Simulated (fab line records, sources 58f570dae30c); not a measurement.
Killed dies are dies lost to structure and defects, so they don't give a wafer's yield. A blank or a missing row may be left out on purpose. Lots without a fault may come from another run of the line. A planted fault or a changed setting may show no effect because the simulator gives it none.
Tool commonality check | flow berkeley_cmos170 | 15 lots, 45 wafers sampled

WHY IT WAS OPENED
At UCB170_PFIELD_OVL_MEAS_06 the reading PFIELD_OVL is flagged on 3 of 15 lots. Wafers without a fault read 2 nm, standard deviation 5.1.
Rule: a lot is flagged when every wafer of it that has a number lies more than 4 standard deviations from that mean, or none has a number. The other lots count as sound.

lot  | measured    | on         | PFIELD_OVL (nm), wafer by wafer | flag
L467 | day 5 00:57 | overlay-02 | 5 -8 3                          |
L469 | day 5 05:56 | overlay-01 | -4 4 2                          |
L470 | day 5 12:25 | overlay-01 | 0 -8 -2                         |
L468 | day 5 12:37 | overlay-02 | 0 4 -2                          |
L472 | day 6 19:59 | overlay-02 | -1 0 5                          |
L474 | day 6 20:09 | overlay-02 | -1 3 5                          |
L473 | day 6 20:15 | overlay-01 | 2 4 -5                          |
L478 | day 7 08:33 | overlay-02 | 3 7 -2                          |
L479 | day 7 18:56 | overlay-01 | 186 187 190                     | FLAGGED
L480 | day 7 19:32 | overlay-02 | 184 182 182                     | FLAGGED
L482 | day 8 10:26 | overlay-01 | 181 188 186                     | FLAGGED
L484 | day 8 19:50 | overlay-01 | 9 9 4                           |
L489 | day 9 15:54 | overlay-02 | 3 2 9                           |
L490 | day 9 17:05 | overlay-02 | -3 9 -1                         |
L488 | day 9 17:05 | overlay-01 | 4 3 5                           |
The numbers of the flagged lots are 185 nm on average: +183 nm against the usual, or +36 standard deviations.

WHICH TOOL RAN EACH LOT
The record holds 1 process step before the reading, out of a route of 331 steps. In each cell: the tool, then ch and the chambers that the sampled wafers went through, then the start.
lot  | flag    | UCB170_PFIELD_EXPOSE_03
L467 |         | krf_scanner-02 ch 0, day 5 00:34
L469 |         | krf_scanner-02 ch 0, day 5 05:29
L470 |         | krf_scanner-01 ch 0, day 5 11:43
L468 |         | krf_scanner-01 ch 0, day 5 11:50
L472 |         | krf_scanner-01 ch 0, day 6 18:15
L474 |         | krf_scanner-02 ch 0, day 6 18:26
L473 |         | krf_scanner-01 ch 0, day 6 18:41
L478 |         | krf_scanner-01 ch 0, day 7 08:08
L479 | FLAGGED | krf_scanner-02 ch 0, day 7 18:16
L480 | FLAGGED | krf_scanner-02 ch 0, day 7 18:39
L482 | FLAGGED | krf_scanner-02 ch 0, day 8 10:02
L484 |         | krf_scanner-01 ch 0, day 8 19:26
L489 |         | krf_scanner-01 ch 0, day 9 15:18
L490 |         | krf_scanner-01 ch 0, day 9 16:01
L488 |         | krf_scanner-01 ch 0, day 9 15:56
What these steps do:
- UCB170_PFIELD_EXPOSE_03: exposes mask PFIELD, target cd 1500 nm.
- UCB170_PFIELD_OVL_MEAS_06

FLAGGED OVER TOTAL, TOOL BY TOOL (the gauges that took the reading come last)
step                      | tool           | lots run | flagged | share of the flagged lots | sound lots run after its first flagged lot
UCB170_PFIELD_EXPOSE_03   | krf_scanner-01 | 9        | 0       | none                      | -
UCB170_PFIELD_EXPOSE_03   | krf_scanner-02 | 6        | 3       | all                       | 0
UCB170_PFIELD_OVL_MEAS_06 | overlay-01     | 7        | 2       | some                      | 2 (L484,L488)
UCB170_PFIELD_OVL_MEAS_06 | overlay-02     | 8        | 1       | some                      | 2 (L489,L490)

WHAT THE TABLE ALLOWS
1 row of the table ran every flagged lot: krf_scanner-02 at UCB170_PFIELD_EXPOSE_03.
- krf_scanner-02 at UCB170_PFIELD_EXPOSE_03: 3 of its 6 lots flagged. Its last sound lot is L474 (day 6 18:26), its first flagged lot L479 (day 7 18:16): a fault that began between those two fits.
One tool is left: krf_scanner-02 at UCB170_PFIELD_EXPOSE_03.

WHAT THE SIMULATOR HAD PUT IN
Scanner matching overlay: krf_scanner-02, from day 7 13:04 on, at UCB170_PFIELD_EXPOSE_03. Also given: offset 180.
Lots struck among those shown: L479, L480, L482. The rule above found the same.
